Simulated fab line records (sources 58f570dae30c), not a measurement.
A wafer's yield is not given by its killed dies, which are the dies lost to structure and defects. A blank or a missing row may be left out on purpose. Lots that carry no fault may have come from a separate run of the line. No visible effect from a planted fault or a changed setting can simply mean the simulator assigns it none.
Code-filled problem report in 8D (eight disciplines) form | flow berkeleyCmos170 | the parts of the form that need people (team, actions taken, sign-off) are left out

== 1. WHAT IS WRONG ==
oesProductAu at UCB170_M3_METAL_ETCH_18 reads a mean of 0.905 a.u. on 2 wafers of 1 lot; wafers without a fault read 0.846 a.u. with a standard deviation of 0.0079. Measured from the usual mean, that is +7.5 standard deviations.
The step: etches Al in Cl2/BCl3, stops on SiO2, target depth 1170 nm, time 195 s.
Seen first at day 12 06:00 on rieMetal-03, wafer L971.2. The record has a number at this step for 39 wafers belonging to 13 lots. Rule for "out" (also "out of limits"): further than 4 standard deviations from the usual mean. The other wafers with a number count as sound.

== 2. WHAT IT IS, AND WHAT IT ISN'T ==
question                    | is                | is not
which readings at this step | oesProductAu      | drypumpMotorCurrentA, throttleValvePct
which lots                  | L971              | L950, L951, L952, L953, L954, L955, L957, L958, L960, L961, L962, L970
which wafers of those lots  | L971.2, L971.5    | L971.1
read on which tools         | rieMetal-03       | rieMetal-01, rieMetal-04
when                        | from day 12 06:00 | up to then (34 sound wafers); but 3 sound wafers of L970 came after

== 3. WHAT RULES OUT EACH SUSPECT ==
Counting: any tool at a process step up to the reading remains a suspect provided it ran every lot that is out. Sound lots after the first of them don't rule it out here, since some wafers of a struck lot are sound.
- cmp-02 at UCB170_V1_CMP_02 (polishes SiO2): kept. It ran the lot that is out, L971 (day 11 20:24); its last sound lot up to then is L961 (day 10 20:20).
- plasmaAsher-01 at UCB170_M2_STRIP_07 (strips in O2): kept. It ran the lot that is out, L971 (day 11 23:31); its last sound lot up to then is L951 (day 8 19:09).
- rieMetal-03 at UCB170_M3_METAL_ETCH_18 (etches Al in Cl2/BCl3, stops on SiO2, target depth 1170 nm, time 195 s): kept. It ran the lot that is out, L971 (day 12 06:00); its last sound lot up to then is L960 (day 10 18:38). Its own readings are out on those wafers: oesProductAu.
- Within cmp-02 at UCB170_V1_CMP_02: the wafers that are out ran in chambers 2, 3; their sound lot-mates ran in chamber 0.
- Within rieMetal-03 at UCB170_M3_METAL_ETCH_18: the wafers that are out ran in chamber 1; their sound lot-mates ran in chamber 0.
The count leaves cmp-02 at UCB170_V1_CMP_02, plasmaAsher-01 at UCB170_M2_STRIP_07, and rieMetal-03 at UCB170_M3_METAL_ETCH_18.

== 4. THE CAUSE (what the simulator had put in) ==
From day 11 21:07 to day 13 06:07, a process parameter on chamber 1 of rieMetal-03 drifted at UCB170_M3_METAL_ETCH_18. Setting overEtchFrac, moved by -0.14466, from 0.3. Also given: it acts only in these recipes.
After counting, 3 suspects remain, this tool included.

== 5. SEQUENCE OF EFFECTS, ordered by route ==
Each row: a reading whose mean over the struck wafers that have a number lies more than 3 standard deviations from the usual. Only readings whose record carries a usual standard deviation are examined. hours: median over the lots of the time between each lot's start at the first step of this table that gives one and its start at this step. sigmas: the change, counted in usual standard deviations.
hours | step                    | reading      | usual      | on struck wafers | change | sigmas
0     | UCB170_M3_METAL_ETCH_18 | oesProductAu | 0.846 a.u. | 0.905            | +0.059 | +7.5
0     | UCB170_M3_STRIP_19      | oesProductAu | 0.535 a.u. | 0.601            | +0.066 | +3.2
Here are the process steps it includes:
- UCB170_M3_METAL_ETCH_18: etches Al in Cl2/BCl3, stops on SiO2, target depth 1170 nm, time 195 s.
- UCB170_M3_STRIP_19: strips in O2.

== 6. HOW IT WOULD HAVE BEEN CAUGHT EARLIER ==
First out-of-limits reading in this record: day 12 06:00, which is 9 hours after fault onset at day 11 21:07.
